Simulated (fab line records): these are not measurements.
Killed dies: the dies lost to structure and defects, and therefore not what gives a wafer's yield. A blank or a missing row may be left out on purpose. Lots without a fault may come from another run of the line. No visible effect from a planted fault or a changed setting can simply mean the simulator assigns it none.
Which tool is to blame? ; flow berkeley cmos170 ; Sampling: 14 lots, 42 wafers, 7 of 331 route steps

## WHAT THE GAUGES READ, wafer by wafer
UCB170_PVT_OVL_MEAS_06. Usual: PVT_OVL gives 2 nm (standard deviation 6.1).
lot;measured;on;PVT_OVL (nm);flag
L282;day 5 12:25;overlay-01;9 5 6;
L283;day 5 12:41;overlay-02;-5 5 9;
L285;day 6 01:56;overlay-02;10 -6 7;
L286;day 6 15:34;overlay-02;-4 1 -12;
L288;day 7 03:39;overlay-02;2 -2 -3;
L291;day 7 14:20;overlay-02;7 6 6;
L290;day 7 14:56;overlay-02;8 14 6;
L292;day 8 03:05;overlay-02;-13 -7 -5;
L294;day 8 10:23;overlay-02;-1 -3 0;
L298;day 9 02:42;overlay-01;2 4 4;
L301;day 9 19:08;overlay-02;4 -10 5;
L300;day 9 19:19;overlay-01;-7 12 2;
L303;day 10 01:01;overlay-01;11 -1 11;
L304;day 10 18:34;overlay-01;4 8 12;

UCB170_PSD_TW_MEAS_10. Usual: PSD_TW gives 2322 (standard deviation 14).
lot;measured;on;PSD_TW;flag
L282;day 6 09:53;film metro-04;2319 2321 2310;
L283;day 6 09:44;film metro-03;2340 2350 2341;
L285;day 7 02:49;film metro-01;2326 2319 2313;
L286;day 7 15:01;film metro-04;2300 2294 2302;
L288;day 8 04:29;film metro-01;2330 2336 2338;
L291;day 8 17:05;film metro-01;2336 2345 2327;
L290;day 8 17:26;film metro-01;2325 2325 2327;
L292;day 9 00:04;film metro-01;2314 2321 2317;
L294;day 9 08:22;film metro-04;2316 2319 2318;
L298;day 10 05:53;film metro-03;2445 2473 2462;OFF
L301;day 10 21:19;film metro-04;2301 2299 2294;
L300;day 10 21:35;film metro-01;2447 2447 2451;OFF
L303;day 11 04:39;film metro-04;2310 2311 2312;
L304;day 11 20:01;film metro-04;2312 2303 2308;

UCB170_SDANNEAL_RS_MEAS_02: measurement is done with a four-point probe. Usual: PSD_RS gives 75.52 ohm/sq (standard deviation 0.3).
lot;measured;on;PSD_RS (ohm/sq);flag
L282;day 6 15:43;film metro-03;75.61 75.61 75.53;
L283;day 6 13:05;film metro-04;75.31 75.28 75.48;
L285;day 7 05:46;film metro-01;76.12 75.81 76.25;
L286;day 7 18:15;film metro-03;75.96 75.97 75.87;
L288;day 8 07:39;film metro-04;75.35 75.39 75.31;
L291;day 8 20:17;film metro-01;75.32 75.29 75.60;
L290;day 8 20:17;film metro-04;75.37 75.53 75.44;
L292;day 9 04:55;film metro-04;75.53 75.23 75.18;
L294;day 9 13:51;film metro-01;75.25 75.43 75.19;
L298;day 10 10:26;film metro-04;65.97 65.70 65.72;OFF
L301;day 11 00:51;film metro-01;75.74 75.74 76.00;
L300;day 11 00:49;film metro-04;65.54 65.63 65.55;OFF
L303;day 11 10:55;film metro-01;75.82 75.65 75.66;
L304;day 12 00:13;film metro-04;75.59 75.13 75.42;

## WHICH TOOL RAN EACH LOT (tool, then ch and the chambers of the sampled wafers, then the start)
lot;UCB170_PVT_STRIP_08;UCB170_PSD_IMPLANT_08;UCB170_PSD_STRIP_09;UCB170_SDANNEAL_RTA_00
L282;plasma asher-04 ch 0, day 5 12:35;implanter-03 ch 0, day 6 09:40;plasma asher-01 ch 0,1, day 6 09:47;rtp anneal-02 ch 0, day 6 15:28
L283;plasma asher-02 ch 0,1, day 5 12:52;implanter-02 ch 0, day 6 09:30;plasma asher-02 ch 0,1, day 6 09:38;rtp anneal-02 ch 0, day 6 12:50
L285;plasma asher-04 ch 0,1, day 6 02:07;implanter-03 ch 0, day 7 02:34;plasma asher-02 ch 0,1, day 7 02:43;rtp anneal-02 ch 0, day 7 05:38
L286;plasma asher-02 ch 0,1, day 6 15:45;implanter-03 ch 0, day 7 14:46;plasma asher-02 ch 0,1, day 7 14:55;rtp anneal-02 ch 0, day 7 18:07
L288;plasma asher-02 ch 0,1, day 7 03:50;implanter-02 ch 0, day 8 04:14;plasma asher-04 ch 0,1, day 8 04:23;rtp anneal-02 ch 0, day 8 07:32
L291;plasma asher-01 ch 0,1, day 7 14:31;implanter-03 ch 0, day 8 16:50;plasma asher-02 ch 0,1, day 8 16:59;rtp anneal-02 ch 0, day 8 20:10
L290;plasma asher-01 ch 1, day 7 15:16;implanter-01 ch 0, day 8 17:11;plasma asher-04 ch 0,1, day 8 17:20;rtp anneal-01 ch 0, day 8 20:10
L292;plasma asher-02 ch 0,1, day 8 03:16;implanter-02 ch 0, day 8 23:49;plasma asher-02 ch 0,1, day 8 23:58;rtp anneal-02 ch 0, day 9 04:47
L294;plasma asher-02 ch 0,1, day 8 10:35;implanter-02 ch 0, day 9 08:07;plasma asher-04 ch 0,1, day 9 08:16;rtp anneal-01 ch 0, day 9 13:44
L298;plasma asher-01 ch 0,1, day 9 02:53;implanter-02 ch 0, day 10 05:39;plasma asher-01 ch 0,1, day 10 05:47;rtp anneal-01 ch 0, day 10 10:18
L301;plasma asher-02 ch 0,1, day 9 19:19;implanter-03 ch 0, day 10 21:05;plasma asher-02 ch 0, day 10 21:12;rtp anneal-02 ch 0, day 11 00:43
L300;plasma asher-01 ch 0,1, day 9 19:30;implanter-02 ch 0, day 10 21:21;plasma asher-04 ch 0,1, day 10 21:29;rtp anneal-01 ch 0, day 11 00:40
L303;plasma asher-02 ch 0,1, day 10 01:11;implanter-03 ch 0, day 11 04:25;plasma asher-01 ch 0,1, day 11 04:32;rtp anneal-02 ch 0, day 11 10:46
L304;plasma asher-02 ch 0,1, day 10 18:46;implanter-01 ch 0, day 11 19:47;plasma asher-04 ch 0,1, day 11 19:56;rtp anneal-02 ch 0, day 12 00:04
- UCB170_PVT_STRIP_08: strips in O2.
- UCB170_PSD_IMPLANT_08
- UCB170_PSD_STRIP_09: strips in O2.
- UCB170_SDANNEAL_RTA_00: time 10 s.

## WHAT THE TOOLS THEMSELVES READ (means of the sampled wafers that have a number; where no wafer has one, the mark that the record gives instead)
UCB170_PVT_STRIP_08. Usual: drypump motor current A 5.7 A, standard deviation 0.45; oes product au 0.735 a.u., standard deviation 0.0043; strip time to endpoint s 21.60 s, standard deviation 0.058.
lot;tool;drypump motor current A (A);oes product au (a.u.);strip time to endpoint s (s);flag
L282;plasma asher-04;5.3;0.735;21.61;
L283;plasma asher-02;6.2;0.732;21.69;
L285;plasma asher-04;5.5;0.736;21.62;
L286;plasma asher-02;6.3;0.735;21.63;
L288;plasma asher-02;6.0;0.735;21.55;
L291;plasma asher-01;5.3;0.736;21.60;
L290;plasma asher-01;5.2;0.735;21.63;
L292;plasma asher-02;6.0;0.732;21.64;
L294;plasma asher-02;6.0;0.733;21.53;
L298;plasma asher-01;5.4;0.738;21.57;
L301;plasma asher-02;6.0;0.732;21.64;
L300;plasma asher-01;5.4;0.733;21.52;
L303;plasma asher-02;6.0;0.734;21.68;
L304;plasma asher-02;6.0;0.733;21.63;

UCB170_PSD_IMPLANT_08. Usual: beam energy keV 20.001, standard deviation 0.0054; dose ions cm2 3.001e+15, standard deviation 3.3e+12; end station pressure torr 1.25e-05 Torr, standard deviation 5.7e-07; faraday current uA 9265, standard deviation 190.
lot;tool;beam energy keV;dose ions cm2;end station pressure torr (Torr);faraday current uA;flag
L282;implanter-03;20.005;3.000e+15;1.28e-05;9105;
L283;implanter-02;19.999;3.002e+15;1.21e-05;9068;
L285;implanter-03;20.001;3.001e+15;1.22e-05;9206;
L286;implanter-03;19.998;2.999e+15;1.32e-05;9300;
L288;implanter-02;20.005;2.998e+15;1.27e-05;9257;
L291;implanter-03;20.006;2.997e+15;1.24e-05;9276;
L290;implanter-01;20.004;3.001e+15;1.22e-05;9403;
L292;implanter-02;20.003;3.000e+15;1.29e-05;9397;
L294;implanter-02;19.998;2.999e+15;1.24e-05;9314;
L298;implanter-02;19.995;3.605e+15;1.42e-05;11131;OFF
L301;implanter-03;20.005;3.001e+15;1.21e-05;9365;
L300;implanter-02;20.007;3.605e+15;1.38e-05;11283;OFF
L303;implanter-03;19.999;3.001e+15;1.23e-05;9308;
L304;implanter-01;20.001;2.994e+15;1.34e-05;9303;

UCB170_PSD_STRIP_09. Usual: drypump motor current A 5.6 A, standard deviation 0.42; oes product au 0.600 a.u., standard deviation 0.0049; strip time to endpoint s 29.37 s, standard deviation 0.074.
lot;tool;drypump motor current A (A);oes product au (a.u.);strip time to endpoint s (s);flag
L282;plasma asher-01;5.3;0.602;29.35;
L283;plasma asher-02;6.0;0.600;29.39;
L285;plasma asher-02;6.0;0.603;29.28;
L286;plasma asher-02;6.2;0.598;29.37;
L288;plasma asher-04;5.4;0.602;29.33;
L291;plasma asher-02;6.0;0.601;29.40;
L290;plasma asher-04;5.4;0.602;29.32;
L292;plasma asher-02;6.2;0.598;29.36;
L294;plasma asher-04;5.5;0.594;29.38;
L298;plasma asher-01;5.4;0.580;31.41;OFF
L301;plasma asher-02;6.5;0.597;29.37;
L300;plasma asher-04;5.4;0.574;31.47;OFF
L303;plasma asher-01;5.4;0.606;29.45;
L304;plasma asher-04;5.4;0.603;29.40;

UCB170_SDANNEAL_RTA_00. Usual: lamp power pct 25.89 %, standard deviation 0.043; wafer_temp_C_max 903.9, standard deviation 1.
lot;tool;lamp power pct (%);wafer_temp_C_max;flag
L282;rtp anneal-02;25.85;903.8;
L283;rtp anneal-02;25.86;904.7;
L285;rtp anneal-02;25.85;904.4;
L286;rtp anneal-02;25.86;904.5;
L288;rtp anneal-02;25.86;904.4;
L291;rtp anneal-02;25.88;904.7;
L290;rtp anneal-01;25.93;903.8;
L292;rtp anneal-02;25.84;904.5;
L294;rtp anneal-01;25.92;902.7;
L298;rtp anneal-01;25.93;903.2;
L301;rtp anneal-02;25.86;905.0;
L300;rtp anneal-01;25.92;904.0;
L303;rtp anneal-02;25.86;904.4;
L304;rtp anneal-02;25.87;904.1;

## THE ANSWER, worked out from the rows above alone
Rule: a lot is off if the mean of its wafers that have a number lies more than 3 standard deviations from the usual mean. Also off: a lot with no number at a reading for which 4 or more lots have one. Where the step has rows for the other lots, those lots are counted as sound. First the gauges in route order, then the tools' own readings, where a lot's mean is used as printed above. The first step at which some lot is off is used, and at that step the reading that is off furthest; a lot without a number counts as furthest.
Off: L298, L300, at UCB170_PSD_TW_MEAS_10 (PSD_TW).
If a tool, at a process step before that reading, ran all the lots that are off and no sound lot after the first of them, it fits. The gauges at UCB170_PSD_TW_MEAS_10 aren't tried: what is off there is off at UCB170_SDANNEAL_RS_MEAS_02 too, on other tools, and a gauge's error can't cause that. Can't be told from this: 2 tools fit, plasma asher-01 at UCB170_PVT_STRIP_08, implanter-02 at UCB170_PSD_IMPLANT_08.

## WHAT THE SIMULATOR PUT IN
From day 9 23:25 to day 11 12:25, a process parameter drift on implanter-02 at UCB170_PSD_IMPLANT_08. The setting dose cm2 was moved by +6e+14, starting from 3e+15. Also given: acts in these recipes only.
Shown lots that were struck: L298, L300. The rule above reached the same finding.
